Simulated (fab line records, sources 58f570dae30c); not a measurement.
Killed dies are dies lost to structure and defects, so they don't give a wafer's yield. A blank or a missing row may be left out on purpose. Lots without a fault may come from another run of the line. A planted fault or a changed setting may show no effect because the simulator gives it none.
fab line records | flow berkeley_cmos170
record lots=6 wafers=18 last_day=14
route steps=331 shown V2@298 M3@309
lots that met no fault: from a run of the same line without faults
start_h: hours from the record's first day to the start of the lot's first wafer shown | wait_h: hours since the lot's step before | " the same as in the row above | L1.1+2: a row that stands for several wafers | - no value, or no start given | * or withheld: withheld | < > ~ a bound
route shown NAME@n: a module of which the file shows steps, and the number in the route of the first | usual: mean/standard deviation of fault-free wafers | same: alike in all rows | chamber/n: place in a boat | sites: the reading at each site | _std_site: their standard deviation | _edge_site: outer sites' mean less inner sites' | radius_mm: how far each site lies from the wafer's centre | mask NAME#n: copy n | behind: the tool/chamber that last shaped the wafer | hold: why the lot was held/for how many hours/how that ended | device: the transistor (n, p or np) that didn't switch | end of line: the same wafers' tests at the end of the route | a step without rows: its recipe alone | killed: dies lost to structure and defects at the first sort, not the wafer's yield | map: a wafer's dies, x killed, . not, _ none there
set.NAME: the setting as run; set.NAME@STEP: as run at that earlier step | model.NAME: the simulator's own value behind a step, which no gauge read
lots at some steps of the route; a table a step, a row a wafer
services: from which hour (start_h, from the record's first day; less than 0 if before it) a tool's chamber was out of use, for how many hours, and why
## steps
# step UCB170_V2_HMDS_06
# recipe prime_time_s=60 prime_temp_c=100
# step UCB170_V2_COAT_07
# recipe resist=KrF spin_rpm=1500 resist_thk_nm=900
# step UCB170_V2_SOFTBAKE_08
# recipe resist=KrF temp_c=130 time_s=60
# step UCB170_V2_EXPOSE_09
# recipe mask_id=VIA2 target_cd_nm=700 na=0.5 sigma_outer=0.6 source_shape=conventional dose_mj=37
# step UCB170_V2_PEB_10
# recipe peb_temp_c=130 peb_time_s=withheld resist=KrF
# step UCB170_V2_DEVELOP_11
# recipe developer=TMAH develop_time_s=45 resist=KrF dev_temp_c=21
# step UCB170_V2_CD_MEAS_12
# recipe target_cd_nm=700
# usual cd_nm=699.8/1.2
# columns lot.wafer tool chamber start_h wait_h cd_nm
L289.2 cd_sem-02 - 185.78 - 700.5
L289.4 " - " " 700.3
L289.5 " - " " 701.0
L292.3 cd_sem-02 - 208.66 - 698.8
L292.4 " - " " 699.3
L292.5 " - " " 700.7
L303.2 cd_sem-01 - 280.22 - 702.7
L303.3 " - " " 703.5
L303.5 " - " " 702.0
L302.2 cd_sem-01 - 282.70 - 700.4
L302.4 " - " " 701.6
L302.5 " - " " 700.1
L306.1 cd_sem-02 - 326.62 - 698.4
L306.3 " - " " 697.8
L306.5 " - " " 697.4
L308.1 cd_sem-01 - 327.39 - 700.6
L308.3 " - " " 701.6
L308.6 " - " " 701.4
# step UCB170_V2_OVL_MEAS_13
# usual V2_OVL=1/5.4
# columns lot.wafer tool chamber start_h wait_h V2_OVL[nm]
L289.2 overlay-02 - 185.88 0.1 1
L289.4 " - " " -1
L289.5 " - " " 7
L292.3 overlay-01 - 208.75 0.1 -3
L292.4 " - " " -5
L292.5 " - " " 0
L303.2 overlay-01 - 280.33 0.1 1
L303.3 " - " " 4
L303.5 " - " " 7
L302.2 overlay-01 - 282.81 0.1 0
L302.4 " - " " 6
L302.5 " - " " -2
L306.1 overlay-02 - 326.74 0.1 -8
L306.3 " - " " -1
L306.5 " - " " -7
L308.1 overlay-02 - 327.51 0.1 5
L308.3 " - " " 3
L308.6 " - " " 2
# step UCB170_V2_ETCH_14
# recipe chemistry=CHF3/CF4/Ar target=SiO2 stop_on=Al CHF3_flow_sccm=45 cf4_flow_sccm=15 Ar_flow_sccm=150 pressure_mtorr=200 rf_w=700 target_depth_a=12500 over_etch_frac=0.25 time_s=291
# usual CHF3_flow_sccm=45.01/0.13 drypump_motor_current_A=5.6/0.43 oes_product_au=0.869/0.017 throttle_valve_pct=6.98/0.1
# columns lot.wafer tool chamber start_h wait_h CHF3_flow_sccm drypump_motor_current_A oes_product_au rf_hours_counter_h throttle_valve_pct
L289.2 rie_diel-01 0 185.91 0.0 44.95 5.4 0.849 89 7.00
L289.4 " 2 " " 44.89 6.0 0.852 145 7.11
L289.5 " 0 " " 45.24 5.4 0.860 - 7.00
L292.3 rie_diel-01 3 208.78 0.0 45.15 6.2 0.847 61 6.81
L292.4 " 2 " " 45.06 6.0 0.866 146 7.11
L292.5 " 2 " " 44.95 6.0 0.863 - 7.11
L303.2 rie_diel-02 2 280.36 0.0 44.98 5.6 0.853 38 7.10
L303.3 " 0 " " 45.22 5.9 0.898 34 7.06
L303.5 " 1 " " 44.91 5.6 0.858 - 6.90
L302.2 rie_diel-04 1 282.84 0.0 44.81 6.0 0.879 21 7.05
L302.4 " 3 " " 45.22 5.2 0.858 19 6.82
L302.5 " 3 " " 45.14 5.2 0.852 - 6.83
L306.1 rie_diel-01 3 326.77 0.0 45.10 6.2 0.853 66 6.81
L306.3 " 2 " " 44.89 6.0 0.861 5 7.13
L306.5 " 3 " " 45.00 6.2 0.856 - 6.82
L308.1 rie_diel-04 2 327.55 0.0 45.19 4.9 0.863 124 7.12
L308.3 " 0 " " 44.89 6.0 0.911 40 6.94
L308.6 " 1 " " 45.05 6.0 0.879 - 7.04
# step UCB170_V2_STRIP_15
# recipe chemistry=O2 power_w=400 pressure_mtorr=3500 platen_temp_c=withheld o2_flow_sccm=400 overash_fraction=0.5
# usual drypump_motor_current_A=5.7/0.3 oes_product_au=0.721/0.0044 strip_time_to_endpoint_s=15.29/0.1
# columns lot.wafer tool chamber start_h wait_h drypump_motor_current_A oes_product_au rf_hours_counter_h strip_time_to_endpoint_s
L289.2 plasma_asher-01 0 186.09 0.1 5.9 0.727 7 15.27
L289.4 " 1 " " 5.9 0.717 - 15.36
L289.5 " 0 " " 5.9 0.724 - 15.29
L292.3 plasma_asher-03 0 208.99 0.1 6.0 0.724 - 15.32
L292.4 " 1 " " 5.4 0.719 - 15.37
L292.5 " 1 " " 5.4 0.726 - 15.36
L303.2 plasma_asher-01 1 280.54 0.1 5.9 0.722 16 15.37
L303.3 " 0 " " 5.8 0.715 - 15.40
L303.5 " 1 " " 5.9 0.719 - 15.33
L302.2 plasma_asher-03 0 283.02 0.1 6.1 0.714 57 15.20
L302.4 " 1 " " 5.4 0.719 - 15.22
L302.5 " 0 " " 6.1 0.717 - 15.19
L306.1 plasma_asher-03 0 326.95 0.1 6.1 0.729 63 15.41
L306.3 " 0 " " 6.1 0.728 - 15.47
L306.5 " 0 " " 6.1 0.717 - 15.44
L308.1 plasma_asher-03 0 327.73 0.1 6.1 0.722 64 15.16
L308.3 " 0 " " 6.1 0.717 - 15.19
L308.6 " 0 " " 6.1 0.725 - 15.22
# step UCB170_V2_CD_MEAS_90
# recipe target_cd_nm=700
# usual cd_nm=700.0/1.3
# columns lot.wafer tool chamber start_h wait_h cd_nm
L289.2 cd_sem-01 - 186.21 0.1 699.6
L289.4 " - " " 700.4
L289.5 " - " " 700.6
L292.3 cd_sem-02 - 209.09 0.1 698.4
L292.4 " - " " 698.7
L292.5 " - " " 699.7
L303.2 cd_sem-01 - 280.66 0.1 702.5
L303.3 " - " " 702.8
L303.5 " - " " 701.3
L302.2 cd_sem-01 - 283.14 0.1 700.5
L302.4 " - " " 701.3
L302.5 " - " " 700.3
L306.1 cd_sem-02 - 327.05 0.1 699.0
L306.3 " - " " 696.8
L306.5 " - " " 697.3
L308.1 cd_sem-02 - 327.83 0.1 700.8
L308.3 " - " " 701.5
L308.6 " - " " 702.0
# step UCB170_M3_PRE_CLEAN_00
# recipe gas=Ar preclean_etch_time_s=60
# step UCB170_M3_SPUTTER_01
# recipe material=Al target_thk_nm=900 time_s=120 power_w=6000 chamber_pressure_pa=0.5
# usual chamber_pressure_pa=0.4998/0.001 throttle_valve_pct=30.3/0.92
# columns lot.wafer tool chamber start_h wait_h chamber_pressure_pa throttle_valve_pct model.Al_of_M3_SPUTTER_01.thk_nm
L289.2 pvd_sputter-01 - 186.38 0.0 0.5010 28.0 907.2
L289.4 " - " " 0.5004 30.1 912.2
L289.5 " - " " 0.5001 30.1 908.7
L292.3 pvd_sputter-02 - 209.24 0.0 0.4993 31.6 901.1
L292.4 " - " " 0.4997 29.5 902.8
L292.5 " - " " 0.4998 30.7 907.8
L303.2 pvd_sputter-01 - 280.82 0.0 0.5014 29.8 920.8
L303.3 " - " " 0.5000 30.4 553.4
L303.5 " - " " 0.4983 30.3 543.8
L302.2 pvd_sputter-01 - 283.31 0.0 0.4982 29.9 911.8
L302.4 " - " " 0.5016 30.1 909.4
L302.5 " - " " 0.4997 30.4 535.6
L306.1 pvd_sputter-04 - 327.24 0.0 0.4996 29.6 906.9
L306.3 " - " " 0.5005 31.8 898.9
L306.5 " - " " 0.5003 29.3 898.2
L308.1 pvd_sputter-02 - 328.01 0.0 0.5010 29.5 909.6
L308.3 " - " " 0.4988 30.4 908.7
L308.6 " - " " 0.5000 29.3 907.5
# step UCB170_M3_RS_MEAS_02
# recipe thk_meas_gauge=four-point-probe reads=Al_of_M3_SPUTTER_01
# usual M3_AL_RS=0.0321/0.00034
# columns lot.wafer tool chamber start_h wait_h M3_AL_RS[ohm/sq]
L289.2 film_metro-03 - 186.48 0.1 0.0320
L289.4 " - " " 0.0318
L289.5 " - " " 0.0319
L292.3 film_metro-02 - 209.36 0.1 0.0321
L292.4 " - " " 0.0320
L292.5 " - " " 0.0319
L303.2 film_metro-02 - 280.93 0.1 0.0315
L303.3 " - " " 0.0528
L303.5 " - " " 0.0536
L302.2 film_metro-02 - 283.41 0.1 0.0318
L302.4 " - " " 0.0318
L302.5 " - " " 0.0545
L306.1 film_metro-02 - 327.32 0.0 0.0319
L306.3 " - " " 0.0322
L306.5 " - " " 0.0323
L308.1 film_metro-03 - 328.10 0.0 0.0319
L308.3 " - " " 0.0318
L308.6 " - " " 0.0319
# step UCB170_M3_THK_MEAS_03
# recipe thk_meas_gauge=xrf reads=Al_of_M3_SPUTTER_01
# usual M3_AL_THK=904/10
# columns lot.wafer tool chamber start_h wait_h M3_AL_THK[nm]
L289.2 film_metro-03 - 186.59 0.1 918
L289.4 " - " " 917
L289.5 " - " " 917
L292.3 film_metro-02 - 209.46 0.1 897
L292.4 " - " " 907
L292.5 " - " " 907
L303.2 film_metro-02 - 281.04 0.1 917
L303.3 " - " " 552
L303.5 " - " " 539
L302.2 film_metro-02 - 283.52 0.1 909
L302.4 " - " " 907
L302.5 " - " " 531
L306.1 film_metro-02 - 327.44 0.1 909
L306.3 " - " " 902
L306.5 " - " " 899
L308.1 film_metro-03 - 328.22 0.1 917
L308.3 " - " " 916
L308.6 " - " " 912
# step UCB170_M3_HMDS_04
# recipe prime_time_s=60 prime_temp_c=100
# step UCB170_M3_COAT_05
# recipe resist=KrF spin_rpm=1500 resist_thk_nm=900
# step UCB170_M3_SOFTBAKE_06
# recipe resist=KrF temp_c=130 time_s=60
# step UCB170_M3_STRIP_07
# recipe chemistry=O2 power_w=400 pressure_mtorr=3500 platen_temp_c=withheld o2_flow_sccm=400 overash_fraction=0.5
# usual drypump_motor_current_A=5.6/0.35 oes_product_au=0.735/0.0042 strip_time_to_endpoint_s=21.96/0.066
# columns lot.wafer tool chamber start_h wait_h drypump_motor_current_A oes_product_au rf_hours_counter_h strip_time_to_endpoint_s
L289.2 plasma_asher-04 0 187.09 0.1 5.7 0.732 45 21.93
L289.4 " 1 " " 5.1 0.732 - 21.93
L289.5 " 0 " " 5.6 0.737 - 21.92
L292.3 plasma_asher-03 1 209.99 0.1 5.5 0.735 - 21.98
L292.4 " 0 " " 6.0 0.724 - 21.97
L292.5 " 1 " " 5.5 0.739 - 21.97
L303.2 plasma_asher-02 0 281.54 0.1 6.0 0.735 47 22.04
L303.3 " 1 " " 5.3 0.736 - 22.04
L303.5 " 1 " " 5.3 0.736 - 22.02
L302.2 plasma_asher-02 1 284.02 0.1 5.3 0.729 47 21.88
L302.4 " 0 " " 6.0 0.739 - 21.88
L302.5 " 0 " " 6.0 0.740 - 21.90
L306.1 plasma_asher-03 1 329.02 0.1 5.5 0.732 64 22.05
L306.3 " 0 " " 6.1 0.738 - 22.02
L306.5 " 1 " " 5.5 0.738 - 22.05
L308.1 plasma_asher-03 0 329.74 0.1 6.1 0.727 64 21.97
L308.3 " 1 " " 5.5 0.737 - 21.93
L308.6 " 0 " " 6.1 0.730 - 21.93
# step UCB170_M3_STRIP_08
# recipe chemistry=DMSO temp_c=80 time_s=600 material=KrF
# step UCB170_M3_COAT_09
# recipe resist=BARC temp_c=withheld time_s=withheld spin_rpm=3000 resist_thk_nm=withheld
# step UCB170_M3_COAT_10
# recipe resist=KrF spin_rpm=1500 resist_thk_nm=900
# step UCB170_M3_SOFTBAKE_11
# recipe resist=KrF temp_c=130 time_s=59.14
# step UCB170_M3_EXPOSE_12
# recipe mask_id=METAL3 target_cd_nm=700 na=0.5 sigma_outer=0.6 source_shape=conventional dose_mj=26
# step UCB170_M3_PEB_13
# recipe peb_temp_c=130 peb_time_s=withheld resist=KrF
# step UCB170_M3_DEVELOP_14
# recipe developer=TMAH develop_time_s=45 resist=KrF dev_temp_c=21
# step UCB170_M3_CD_MEAS_15
# recipe target_cd_nm=700
# usual cd_nm=700.0/1.4
# columns lot.wafer tool chamber start_h wait_h cd_nm
L289.2 cd_sem-01 - 188.31 - 699.5
L289.4 " - " " 699.1
L289.5 " - " " 699.9
L292.3 cd_sem-02 - 211.11 - 702.0
L292.4 " - " " 702.0
L292.5 " - " " 703.8
L303.2 cd_sem-02 - 282.67 - 700.0
L303.3 " - " " 699.8
L303.5 " - " " 698.4
L302.2 cd_sem-02 - 285.26 - 699.4
L302.4 " - " " 699.2
L302.5 " - " " 698.2
L306.1 cd_sem-02 - 331.02 - 700.1
L306.3 " - " " 698.7
L306.5 " - " " 699.1
L308.1 cd_sem-02 - 331.69 - 698.8
L308.3 " - " " 698.1
L308.6 " - " " 699.9
# step UCB170_M3_OVL_MEAS_16
# usual M3_OVL=-1/5.1
# columns lot.wafer tool chamber start_h wait_h M3_OVL[nm]
L289.2 overlay-02 - 188.41 0.1 -1
L289.4 " - " " -11
L289.5 " - " " -13
L292.3 overlay-02 - 211.20 0.1 7
L292.4 " - " " 9
L292.5 " - " " 6
L303.2 overlay-01 - 282.78 0.1 -3
L303.3 " - " " 0
L303.5 " - " " -7
L302.2 overlay-01 - 285.37 0.1 3
L302.4 " - " " -4
L302.5 " - " " -3
L306.1 overlay-01 - 331.14 0.1 4
L306.3 " - " " 6
L306.5 " - " " 4
L308.1 overlay-01 - 331.81 0.1 -7
L308.3 " - " " -7
L308.6 " - " " -12
# step UCB170_M3_ETCH_17
# recipe chemistry=N2/H2 target_depth_a=withheld overetch_a=withheld target=BARC time_s=withheld source_w=500 bias_w=100 pressure_mtorr=30 n2_flow_sccm=100 h2_flow_sccm=200
# usual drypump_motor_current_A=5.6/0.46 n2_flow_sccm=100.0/0.31 oes_product_au=0.995/0.021 throttle_valve_pct=13.35/0.16
# columns lot.wafer tool chamber start_h wait_h drypump_motor_current_A n2_flow_sccm oes_product_au throttle_valve_pct
L289.2 rie_diel-01 1 188.44 0.0 5.1 99.6 1.011 13.36
L289.4 " 2 " " 6.0 100.0 0.979 13.58
L289.5 " 0 " " 5.4 100.4 0.987 13.33
L292.3 rie_diel-01 0 211.23 0.0 5.4 99.9 0.983 13.32
L292.4 " 3 " " 6.2 100.1 0.989 13.03
L292.5 " 0 " " 5.4 99.7 0.984 13.33
L303.2 rie_diel-01 1 282.81 0.0 5.1 99.4 0.997 13.34
L303.3 " 0 " " 5.4 99.9 0.970 13.33
L303.5 " 0 " " 5.4 100.2 0.979 13.33
L302.2 rie_diel-03 0 285.40 0.0 6.2 100.2 0.980 13.14
L302.4 " 1 " " 5.7 100.6 0.988 13.39
L302.5 " 3 " " 5.0 99.8 0.961 13.64
L306.1 rie_diel-03 3 331.17 0.0 5.0 100.6 0.968 13.63
L306.3 " 2 " " 5.3 100.0 1.007 13.27
L306.5 " 1 " " 5.7 99.8 0.995 13.42
L308.1 rie_diel-01 1 331.85 0.0 5.1 99.7 0.987 13.35
L308.3 " 2 " " 6.0 100.1 0.977 13.58
L308.6 " 1 " " 5.1 100.1 1.005 13.36
# step UCB170_M3_METAL_ETCH_18
# recipe chemistry=Cl2/BCl3 target=Al stop_on=SiO2 pressure_mtorr=12 target_depth_a=11700 over_etch_frac=0.3 time_s=195 icp_w=613.4 bias_w=120 Cl2_flow_sccm=90 bcl3_flow_sccm=45
# usual drypump_motor_current_A=5.4/0.38 oes_product_au=0.856/0.015 throttle_valve_pct=24.39/0.27
# columns lot.wafer tool chamber start_h wait_h drypump_motor_current_A oes_product_au rf_hours_counter_h throttle_valve_pct
L289.2 rie_metal-04 0 188.49 - 5.8 0.868 10 24.13
L289.4 " 0 " " 5.8 0.862 - 24.11
L289.5 " 1 " " 4.6 0.886 - 24.43
L292.3 rie_metal-03 0 211.33 - 5.3 0.834 - 24.81
L292.4 " 1 " " 5.5 0.856 - 24.00
L292.5 " 0 " " 5.2 0.846 - 24.80
L303.2 rie_metal-04 0 282.85 - 5.7 0.872 12 24.13
L303.3 " 1 " " 4.7 0.690 - 24.52
L303.5 " 1 " " 4.6 0.685 - 24.53
L302.2 rie_metal-03 1 285.44 - 5.5 0.855 2 24.00
L302.4 " 1 " " 5.5 0.856 - 24.01
L302.5 " 1 " " 5.5 0.667 - 24.10
L306.1 rie_metal-03 0 331.22 - 5.3 0.843 12 24.80
L306.3 " 1 " " 5.5 0.862 - 24.00
L306.5 " 0 " " 5.3 0.833 - 24.80
L308.1 rie_metal-04 0 331.89 - 5.8 0.864 13 24.13
L308.3 " 1 " " 4.6 0.879 - 24.45
L308.6 " 0 " " 5.8 0.867 - 24.14
# step UCB170_M3_STRIP_19
# recipe chemistry=O2 power_w=400 pressure_mtorr=3500 platen_temp_c=withheld o2_flow_sccm=400 overash_fraction=0.5
# usual drypump_motor_current_A=5.6/0.35 oes_product_au=0.531/0.0096
# columns lot.wafer tool chamber start_h wait_h drypump_motor_current_A oes_product_au rf_hours_counter_h
L289.2 plasma_asher-04 1 188.67 0.1 5.1 0.525 45
L289.4 " 0 " " 5.7 0.505 -
L289.5 " 1 " " 5.1 0.536 -
L292.3 plasma_asher-04 1 211.49 0.1 5.1 0.519 -
L292.4 " 0 " " 5.7 0.534 -
L292.5 " 1 " " 5.1 0.520 -
L303.2 plasma_asher-02 1 283.04 0.1 5.3 0.529 47
L303.3 " 1 " " 5.3 0.545 -
L303.5 " 0 " " 6.0 0.544 -
L302.2 plasma_asher-02 1 285.63 0.1 5.3 0.545 47
L302.4 " 1 " " 5.3 0.535 -
L302.5 " 0 " " 6.0 0.541 -
L306.1 plasma_asher-04 1 331.40 0.1 5.1 0.509 56
L306.3 " 1 " " 5.1 0.540 -
L306.5 " 0 " " 5.7 0.515 -
L308.1 plasma_asher-03 1 332.08 0.1 5.5 0.527 64
L308.3 " 1 " " 5.5 0.533 -
L308.6 " 1 " " 5.5 0.524 -
# step UCB170_M3_PROBE_99
# columns lot.wafer tool chamber start_h wait_h model.etest.antenna_m3.vt_shift_v
L289.2 prober-01 - 189.10 0.2 -0.01631
L289.4 prober-01 - 189.20 0.2 -0.01061
L289.5 prober-01 - 189.25 0.3 -0.01502
L292.3 prober-02 - 211.90 0.2 -0.01215
L292.4 prober-02 - 211.95 0.2 -0.01136
L292.5 prober-02 - 212.00 0.2 -0.0152
L303.2 prober-01 - 283.43 0.1 -0.01025
L303.3 prober-01 - 283.48 0.2 -0.02054
L303.5 prober-01 - 283.58 0.2 -0.0297
L302.2 prober-01 - 286.02 0.1 -0.01701
L302.4 prober-01 - 286.12 0.2 -0.02126
L302.5 prober-01 - 286.17 0.2 -0.02064
L306.1 prober-02 - 331.74 0.1 -0.01608
L306.3 prober-02 - 331.84 0.2 -0.005905
L306.5 prober-02 - 331.94 0.2 -0.01723
L308.1 prober-01 - 332.42 0.1 -0.01486
L308.3 prober-01 - 332.52 0.2 -0.01507
L308.6 prober-01 - 332.67 0.2 -0.01225
# killed by level:class
L289.4 WELLDRIVE:geometric_particle:open=1 FIELD:geometric_particle:short=1 SILICIDE:geometric_particle:short=1 M3:geometric_particle:short=1
L289.5 GATE:geometric_particle:open=1 SILICIDE:geometric_particle:short=1 M1:geometric_particle:short=1 M3:geometric_particle:short=1
L292.3 SPACER:geometric_particle:short=1 SPACER:geometric_particle:open=1 SILICIDE:geometric_particle:short=1 M1:geometric_particle:open=1 V2:geometric_particle:open=1
L292.4 SILICIDE:geometric_particle:short=1 M1:geometric_particle:short=1 M3:geometric_particle:open=1 M3:geometric_particle:short=1
L292.5 GATE:geometric_particle:open=1 M1:geometric_particle:short=1
L303.2 SPACER:geometric_particle:open=2 FIELD:geometric_particle:open=1 GATE:geometric_particle:short=1 GATE:geometric_particle:open=1
L303.3 START:geometric_particle:open=1 SCREENOX:geometric_particle:short=1 CONTACT:geometric_particle:open=1 V2:geometric_particle:short=1
L303.5 CONTACT:geometric_particle:open=1 V2:geometric_particle:short=1
L306.1 V1:geometric_particle:short=1
L306.3 WELLDRIVE:geometric_particle:open=1 GATE:geometric_particle:short=1
L306.5 GATE:geometric_particle:open=1 GATE:geometric_particle:short=1
L308.1 START:geometric_particle:short=1 V1:geometric_particle:short=1 V1:geometric_particle:open=1 M2:geometric_particle:short=1
L308.3 GATE:geometric_particle:short=3 SCREENOX:geometric_particle:short=1 SILICIDE:geometric_particle:open=1 SILICIDE:geometric_particle:short=1 M3:geometric_particle:open=1
L308.6 GATE:geometric_particle:open=2 GATE:geometric_particle:short=1 V1:geometric_particle:open=1
## services
# columns tool chamber start_h hours kind
pvd_sputter-02 - 166.23 5.1 repair
rie_diel-02 1 167.32 3.8 repair
rie_diel-01 1 168.77 2.2 repair
rie_diel-02 2 171.05 15.6 repair
rie_diel-03 1 176.25 13.1 repair
rie_diel-02 3 182.46 5.5 repair
rie_diel-04 - 193.65 14.6 pm
rie_diel-02 0 210.60 11.8 repair
rie_diel-04 - 216.55 0.1 repair
rie_metal-04 - 220.42 4.0 pm
rie_diel-03 0 221.06 7.9 repair
plasma_asher-04 - 223.59 4.0 repair
rie_diel-02 0 226.19 1.2 repair
rie_diel-02 - 231.91 0.7 repair
rie_diel-02 1 235.57 8.8 repair
pvd_sputter-02 - 235.58 0.9 repair
plasma_asher-02 - 244.02 3.9 repair
rie_metal-03 - 247.60 2.8 pm
pvd_sputter-02 - 275.11 13.3 repair
rie_diel-01 3 278.20 22.2 repair
pvd_sputter-02 - 285.30 3.2 repair
plasma_asher-04 - 296.41 9.4 repair
plasma_asher-04 - 307.30 20.6 repair
rie_diel-03 - 311.56 0.1 repair
## key
first_sign step=UCB170_M3_RS_MEAS_02 reading=M3_AL_RS direction=up sigmas=62 usual=0.0321 struck=0.0536
effect step=UCB170_M3_THK_MEAS_03 reading=M3_AL_THK direction=down sigmas=36 usual=904 struck=541
effect step=UCB170_M3_METAL_ETCH_18 reading=oes_product_au direction=down sigmas=11 usual=0.856 struck=0.680
model_effect step=UCB170_M3_SPUTTER_01 value=Al_of_M3_SPUTTER_01.thk_nm without=914.2 struck=544.3
model_effect step=UCB170_M3_PROBE_99 value=etest.antenna_m3.vt_shift_v without=-0.01541 struck=-0.02363
met_at UCB170_M3_SPUTTER_01
struck_wafers L302.5,L303.3,L303.5
sort_left_out L302.5
fault kind=process_parameter_drift tool=pvd_sputter-01 chamber=- onset_h=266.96 steps=UCB170_M3_SPUTTER_01 channel=target_thk_nm offset=-369.87 shape=step end_h=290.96 acts_in=these_recipes_only stated=900 scope=struck_wafers_only
# sort_left_out: the simulated sort isn't trusted on such a fault, so these wafers' sort isn't shown, and their yield isn't known
